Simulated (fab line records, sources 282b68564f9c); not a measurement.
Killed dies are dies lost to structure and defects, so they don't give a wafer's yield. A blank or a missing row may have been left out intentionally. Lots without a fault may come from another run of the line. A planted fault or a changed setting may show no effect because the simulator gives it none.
Which of the tools did it? | flow ritCmos | 13 lots with 39 wafers sampled at 3 steps, on a route of 202 steps

## WHAT THE GAUGES SHOWED, per wafer
RIT_ACTIVE_CD_MEAS_90 targets a cd of 1400 nm.
lot  | measured    | on       | cdNm (nm)
L179 | day 1 20:08 | cdSem-02 | 1403.6 1402.8 1402.9
L180 | day 2 01:13 | cdSem-02 | 1397.8 1397.6 1399.2
L181 | day 2 06:12 | cdSem-01 | 1398.8 1398.6 1397.9
L183 | day 2 16:10 | cdSem-02 | 1399.4 1401.5 1399.9
L184 | day 2 21:02 | cdSem-01 | 1403.2 1400.7 1401.8
L187 | day 3 12:04 | cdSem-01 | 1397.3 1397.8 1398.9
L190 | day 4 03:05 | cdSem-02 | 1399.5 1399.5 1399.9
L192 | day 4 13:08 | cdSem-01 | 1401.5 1400.0 1403.6
L194 | day 4 23:02 | cdSem-02 | 1402.4 1402.8 1403.3
L195 | day 5 04:10 | cdSem-01 | 1397.6 1397.2 1399.2
L196 | day 5 09:11 | cdSem-02 | 1394.0 1394.0 1393.3
L199 | day 6 00:01 | cdSem-02 | 1403.6 1401.0 1402.1
L201 | day 6 10:10 | cdSem-01 | 1399.8 1398.6 1396.6

RIT_PWELL_TW_MEAS_10.
lot  | measured    | on           | PWELL_TW
L179 | day 2 03:41 | filmMetro-03 | 955 954 954
L180 | day 2 08:50 | filmMetro-02 | 973 970 977
L181 | day 2 13:37 | filmMetro-04 | 940 943 943
L183 | day 2 23:37 | filmMetro-04 | 945 944 942
L184 | day 3 05:10 | filmMetro-03 | 948 954 956
L187 | day 3 19:31 | filmMetro-02 | 969 972 970
L190 | day 4 10:34 | filmMetro-03 | 966 966 960
L192 | day 4 20:25 | filmMetro-02 | 977 979 976
L194 | day 5 06:37 | filmMetro-03 | 961 957 959
L195 | day 5 12:37 | filmMetro-02 | 976 973 971
L196 | day 5 16:47 | filmMetro-02 | 975 974 971
L199 | day 6 07:36 | filmMetro-04 | 938 941 936
L201 | day 6 17:40 | filmMetro-02 | 978 974 981

## WHAT TOOL EACH LOT RAN ON (gives the tool, then ch and the chambers of the sampled wafers, and finally the start)
lot  | RIT_NWELL_STRIP_09
L179 | plasmaAsher-04 ch 1, day 2 01:58
L180 | plasmaAsher-02 ch 0,1, day 2 06:55
L181 | plasmaAsher-03 ch 0,1, day 2 11:52
L183 | plasmaAsher-04 ch 0,1, day 2 21:46
L184 | plasmaAsher-03 ch 1, day 3 03:19
L187 | plasmaAsher-04 ch 0,1, day 3 17:38
L190 | plasmaAsher-04 ch 0,1, day 4 08:48
L192 | plasmaAsher-02 ch 0,1, day 4 18:41
L194 | plasmaAsher-02 ch 0,1, day 5 04:53
L195 | plasmaAsher-04 ch 0,1, day 5 10:53
L196 | plasmaAsher-03 ch 0,1, day 5 14:59
L199 | plasmaAsher-03 ch 0,1, day 6 05:45
L201 | plasmaAsher-02 ch 0,1, day 6 15:56
- RIT_NWELL_STRIP_09: strips in O2, time 180 s.

## WHAT THE TOOLS THEMSELVES READ (means of the sampled wafers that have a number; where no wafer has one, the mark that the record gives instead)
RIT_NWELL_STRIP_09.
lot  | tool           | drypumpMotorCurrentA (A) | runLengthS (s)
L179 | plasmaAsher-04 | 5.7                      | 208.1
L180 | plasmaAsher-02 | 5.5                      | 208.2
L181 | plasmaAsher-03 | 6.0                      | 208.5
L183 | plasmaAsher-04 | 5.8                      | 207.7
L184 | plasmaAsher-03 | 5.7                      | 72.4
L187 | plasmaAsher-04 | 5.8                      | 208.1
L190 | plasmaAsher-04 | 5.8                      | 207.9
L192 | plasmaAsher-02 | 5.5                      | 208.2
L194 | plasmaAsher-02 | 5.5                      | 208.3
L195 | plasmaAsher-04 | 5.8                      | 207.9
L196 | plasmaAsher-03 | 6.0                      | 208.6
L199 | plasmaAsher-03 | 6.4                      | 208.2
L201 | plasmaAsher-02 | 5.5                      | 208.3

## THE ANSWER, worked out from the rows above alone
Rule: usual is defined by the lots themselves. The widest of any qualifying gaps counts: lots, ordered by their means at a reading, are off when they make up no more than a third of the lots, leave a main group of 4 or more, and stand apart from it by 3 or more times the standard deviation of that group's means. If all means in a main group match to the digits the tables above print for the reading, that group is not used. Also off: a lot with no number at a reading for which 4 or more lots have one. Any other lot the step has rows for is counted as sound. Order of review: gauges by route order, followed by the tools' own readings, for which a lot's mean as printed above is used. At the first step where some lot is off, the reading lying furthest off is the one used; lots without a number count as furthest.
Off at RIT_NWELL_STRIP_09 (runLengthS): L184. Mean 208.2 s and standard deviation 0.24 in the main group.
If a tool, at that step or one of the process steps before it, ran each lot that is off and ran no sound lot following the first of them, it fits. None of those tried fits.

## WHAT THE SIMULATOR HAD PUT IN
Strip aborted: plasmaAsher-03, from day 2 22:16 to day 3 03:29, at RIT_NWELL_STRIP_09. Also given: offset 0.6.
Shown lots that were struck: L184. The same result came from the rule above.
